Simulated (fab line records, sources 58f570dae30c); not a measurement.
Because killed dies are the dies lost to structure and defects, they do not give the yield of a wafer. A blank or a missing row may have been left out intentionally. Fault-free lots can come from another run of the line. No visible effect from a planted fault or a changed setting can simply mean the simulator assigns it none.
The tool behind it: which one?    flow berkeley cmos170    Sampling: 24 lots, 72 wafers, 6 of 331 route steps

== WHAT THE GAUGES SHOWED, per wafer ==
UCB170_ACTIVE_THK_MEAS_06.
lot   measured      on             ACTIVE_NITRIDE_THK (nm)
L074  day 4 19:23   film metro-02  221.9 222.1 222.0
L076  day 4 21:53   film metro-02  219.1 218.9 219.2
L075  day 4 21:55   film metro-03  220.8 219.9 219.8
L077  day 5 08:11   film metro-02  221.8 220.8 221.7
L079  day 5 17:05   film metro-02  222.5 222.7 221.8
L078  day 5 17:06   film metro-03  221.1 222.0 222.2
L080  day 6 04:41   film metro-01  223.4 222.9 222.7
L081  day 6 04:41   film metro-02  221.7 219.1 219.5
L082  day 6 04:42   film metro-03  219.9 219.7 220.8
L083  day 7 01:14   film metro-01  218.2 220.8 218.7
L084  day 7 01:15   film metro-03  221.5 222.5 220.0
L087  day 7 07:40   film metro-02  219.0 219.6 218.8
L086  day 7 07:41   film metro-03  218.9 221.7 221.5
L088  day 7 07:43   film metro-01  218.0 219.1 217.1
L085  day 7 07:45   film metro-02  220.4 220.2 220.4
L089  day 7 16:49   film metro-03  220.9 219.4 220.3
L090  day 8 05:00   film metro-01  217.0 216.7 216.4
L091  day 8 05:00   film metro-03  217.9 217.6 217.1
L092  day 8 13:49   film metro-02  219.9 219.3 216.5
L094  day 8 19:19   film metro-02  221.2 220.0 218.7
L093  day 8 19:20   film metro-01  224.2 220.2 220.7
L095  day 9 13:31   film metro-02  214.9 215.8 218.5
L096  day 10 03:48  film metro-03  216.9 216.0 217.8
L097  day 10 03:53  film metro-03  219.1 220.6 220.6

UCB170_SACOX_THK_MEAS_02.
lot   measured      on             SACOX_OXIDE_THK (nm)
L074  day 5 21:21   film metro-02  14.36 14.37 14.73
L076  day 6 01:21   film metro-01  14.04 14.38 14.27
L075  day 6 01:22   film metro-04  14.49 14.38 14.46
L077  day 6 08:57   film metro-04  14.70 14.64 14.69
L079  day 6 22:04   film metro-04  14.53 14.55 14.41
L078  day 6 22:05   film metro-01  14.25 14.40 14.43
L080  day 7 08:18   film metro-04  14.43 14.46 14.25
L081  day 7 08:18   film metro-01  14.66 14.76 14.68
L082  day 7 08:19   film metro-02  14.67 14.76 14.47
L083  day 8 05:08   film metro-04  14.38 14.37 14.55
L084  day 8 05:09   film metro-02  14.03 14.19 14.16
L087  day 8 13:20   film metro-04  14.26 14.21 14.12
L086  day 8 13:20   film metro-01  14.22 14.25 14.08
L088  day 8 13:21   film metro-02  14.39 14.26 14.35
L085  day 8 13:25   film metro-04  14.38 14.12 14.02
L089  day 8 21:54   film metro-04  14.47 14.42 14.61
L090  day 9 14:37   film metro-01  14.25 14.14 14.44
L091  day 9 14:37   film metro-02  14.96 14.46 14.57
L092  day 10 01:12  film metro-01  14.80 14.80 14.60
L094  day 10 07:33  film metro-01  14.32 14.16 14.61
L093  day 10 01:13  film metro-02  13.95 14.07 13.79
L095  day 10 16:04  film metro-04  14.15 13.97 14.12
L096  day 11 06:40  film metro-04  14.20 14.27 14.36
L097  day 11 06:41  film metro-02  14.27 14.29 14.12

UCB170_GATE_CD_MEAS_90 targets a cd of 350 nm.
lot   measured      on         cd nm (nm)
L074  day 7 05:07   cd sem-01  347.0 348.9 349.2
L076  day 7 04:58   cd sem-02  348.6 349.4 348.5
L075  day 7 05:20   cd sem-02  350.1 351.1 352.4
L077  day 7 13:47   cd sem-02  346.8 350.2 349.2
L079  day 8 05:05   cd sem-01  350.9 352.0 351.5
L078  day 8 04:53   cd sem-01  350.0 350.3 349.5
L080  day 8 18:06   cd sem-02  349.0 348.4 347.8
L081  day 8 17:57   cd sem-01  347.2 349.8 349.3
L082  day 8 17:24   cd sem-01  349.1 349.7 349.4
L083  day 10 00:52  cd sem-02  350.7 352.8 350.2
L084  day 10 01:26  cd sem-02  349.2 350.5 348.1
L087  day 10 01:29  cd sem-01  350.6 350.6 351.5
L086  day 10 01:09  cd sem-02  350.8 350.5 350.3
L088  day 10 00:56  cd sem-01  351.4 350.6 350.8
L085  day 10 01:02  cd sem-02  349.3 348.8 349.8
L089  day 10 11:30  cd sem-02  351.5 350.8 349.9
L090  day 10 23:41  cd sem-01  350.5 350.1 348.8
L091  day 10 23:29  cd sem-02  349.0 350.7 349.5
L092  day 11 10:19  cd sem-01  351.8 349.9 350.7
L094  day 11 11:04  cd sem-02  349.1 348.8 349.4
L093  day 11 11:23  cd sem-01  348.1 349.3 348.2
L095  day 12 01:44  cd sem-01  350.3 349.6 350.1
L096  day 12 13:11  cd sem-02  351.1 349.9 350.8
L097  day 12 13:27  cd sem-02  349.3 351.1 349.9

UCB170_PSD_CD_MEAS_06 targets a cd of 1200 nm.
lot   measured      on         cd nm (nm)
L074  day 7 17:57   cd sem-01  1201.7 1202.2 1201.5
L076  day 7 17:32   cd sem-02  1202.2 1202.3 1202.2
L075  day 7 17:51   cd sem-02  1202.4 1201.6 1200.9
L077  day 8 01:52   cd sem-02  1199.7 1199.0 1199.4
L079  day 8 16:13   cd sem-02  1202.9 1201.6 1202.8
L078  day 8 16:11   cd sem-01  1200.4 1200.6 1200.5
L080  day 9 10:46   cd sem-01  1199.5 1200.6 1199.3
L081  day 9 10:31   cd sem-01  1197.9 1199.0 1199.3
L082  day 9 10:26   cd sem-02  1200.8 1201.4 1200.4
L083  day 10 13:25  cd sem-01  1200.5 1202.0 1201.6
L084  day 10 14:19  cd sem-01  1201.2 1199.7 1201.3
L087  day 10 14:23  cd sem-01  1197.3 1198.5 1198.3
L086  day 10 14:08  cd sem-02  1198.8 1200.7 1199.5
L088  day 10 14:05  cd sem-01  1196.4 1198.1 1198.7
L085  day 10 13:35  cd sem-02  1199.0 1199.1 1198.4
L089  day 11 01:40  cd sem-02  1198.3 1198.0 1197.8
L090  day 11 11:01  cd sem-01  1198.9 1198.8 1200.9
L091  day 11 11:16  cd sem-01  1200.7 1201.2 1201.8
L092  day 12 01:31  cd sem-02  1200.8 1198.8 1199.0
L094  day 12 01:37  cd sem-01  1199.7 1199.5 1197.4
L093  day 12 01:53  cd sem-02  1202.9 1201.6 1202.7
L095  day 12 14:10  cd sem-02  1199.4 1200.9 1199.3
L096  day 12 22:11  cd sem-02  1202.5 1202.7 1203.1
L097  day 12 22:26  cd sem-02  1201.1 1199.2 1200.3

UCB170_M3_THK_MEAS_03: measures by xrf.
lot   measured      on             M3_AL_THK (nm)
L074  day 8 20:05   film metro-01  904 905 910
L076  day 8 14:17   film metro-03  871 856 860
L075  day 8 16:53   film metro-03  869 874 868
L077  day 9 04:43   film metro-01  856 873 878
L079  day 9 12:06   film metro-03  892 881 885
L078  day 9 13:26   film metro-01  871 859 870
L080  day 10 10:56  film metro-03  854 871 861
L081  day 10 10:26  film metro-01  875 876 868
L082  day 10 10:00  film metro-02  893 891 884
L083  day 11 11:35  film metro-02  924 928 914
L084  day 11 18:50  film metro-01  877 878 875
L087  day 11 17:42  film metro-03  877 891 895
L086  day 11 17:26  film metro-01  881 895 893
L088  day 11 16:23  film metro-02  884 885 876
L085  day 11 15:27  film metro-01  877 885 876
L089  day 12 04:44  film metro-03  887 883 887
L090  day 12 11:05  film metro-01  876 864 875
L091  day 12 11:56  film metro-01  883 884 877
L092  day 13 00:17  film metro-03  877 872 874
L094  day 13 08:37  film metro-03  880 864 882
L093  day 13 01:45  film metro-01  876 876 879
L095  day 13 15:03  film metro-03  886 875 876
L096  day 14 00:59  film metro-01  877 888 889
L097  day 14 01:21  film metro-01  867 880 877

== WHAT TOOL EACH LOT RAN ON (gives the tool, then ch and the chambers of the sampled wafers, and finally the start) ==
lot   UCB170_PFIELD_STRIP_08
L074  plasma asher-03 ch 0,1, day 4 22:17
L076  plasma asher-02 ch 0,1, day 5 03:32
L075  plasma asher-01 ch 0,1, day 5 03:25
L077  plasma asher-03 ch 0,1, day 5 10:46
L079  plasma asher-02 ch 0, day 5 22:25
L078  plasma asher-03 ch 0,1, day 5 22:36
L080  plasma asher-03 ch 0,1, day 6 08:26
L081  plasma asher-02 ch 0,1, day 6 08:40
L082  plasma asher-02 ch 0,1, day 6 08:19
L083  plasma asher-02 ch 0,1, day 7 04:32
L084  plasma asher-03 ch 0,1, day 7 04:41
L087  plasma asher-03 ch 0,1, day 7 11:53
L086  plasma asher-02 ch 0,1, day 7 12:01
L088  plasma asher-01 ch 0,1, day 7 12:19
L085  plasma asher-02 ch 0,1, day 7 12:36
L089  plasma asher-02 ch 0,1, day 7 19:56
L090  plasma asher-03 ch 0,1, day 8 08:08
L091  plasma asher-01 ch 1, day 8 08:37
L092  plasma asher-01 ch 0, day 8 17:19
L094  plasma asher-02 ch 0,1, day 8 22:49
L093  plasma asher-03 ch 1, day 8 22:34
L095  plasma asher-03 ch 0,1, day 9 16:06
L096  plasma asher-01 ch 0,1, day 10 07:53
L097  plasma asher-03 ch 0,1, day 10 08:10
- UCB170_PFIELD_STRIP_08: strips in O2.

== WHAT THE TOOLS THEMSELVES READ (means of the sampled wafers that have a number; where no wafer has one, the mark that the record gives instead) ==
UCB170_PFIELD_STRIP_08.
lot   tool             drypump motor current A (A)  oes product au (a.u.)  strip time to endpoint s (s)
L074  plasma asher-03  5.8                          0.732                  21.59
L076  plasma asher-02  5.5                          0.734                  21.68
L075  plasma asher-01  5.9                          0.731                  21.64
L077  plasma asher-03  5.8                          0.734                  21.59
L079  plasma asher-02  5.9                          0.737                  21.67
L078  plasma asher-03  5.8                          0.738                  21.68
L080  plasma asher-03  5.7                          0.738                  21.60
L081  plasma asher-02  5.2                          0.736                  21.61
L082  plasma asher-02  5.5                          0.731                  21.55
L083  plasma asher-02  5.2                          0.731                  21.57
L084  plasma asher-03  5.8                          0.739                  21.67
L087  plasma asher-03  5.8                          0.734                  21.71
L086  plasma asher-02  5.5                          0.733                  21.69
L088  plasma asher-01  5.9                          0.738                  21.60
L085  plasma asher-02  5.2                          0.735                  21.65
L089  plasma asher-02  5.5                          0.736                  21.63
L090  plasma asher-03  5.5                          0.734                  21.67
L091  plasma asher-01  5.9                          0.733                  21.63
L092  plasma asher-01  6.0                          0.732                  21.67
L094  plasma asher-02  5.5                          0.733                  21.58
L093  plasma asher-03  5.1                          0.731                  21.72
L095  plasma asher-03  5.8                          0.734                  21.65
L096  plasma asher-01  5.9                          0.732                  21.80
L097  plasma asher-03  5.5                          0.730                  21.59

== THE ANSWER, worked out from the rows above alone ==
Rule: the usual values come from the lots themselves. The widest of any qualifying gaps counts: lots, ordered by their means at a reading, are off when they make up no more than a third of the lots, leave a main group of 4 or more, and stand apart from it by 3 or more times the standard deviation of that group's means. Not used: any main group whose means are identical at the precision the tables above print for the reading. A lot without any number at a reading at which 4 lots or more have one is off too. Where the step has rows for the other lots, those lots are counted as sound. First the gauges in route order, then the tools' own readings, where a lot's mean is used as printed above. The first step at which some lot is off is used, and at that step the reading that is off furthest; a lot without a number counts as furthest.
No lot is off on any of the readings shown, so nothing can be concluded from this.

== WHAT THE SIMULATOR HAD INSERTED ==
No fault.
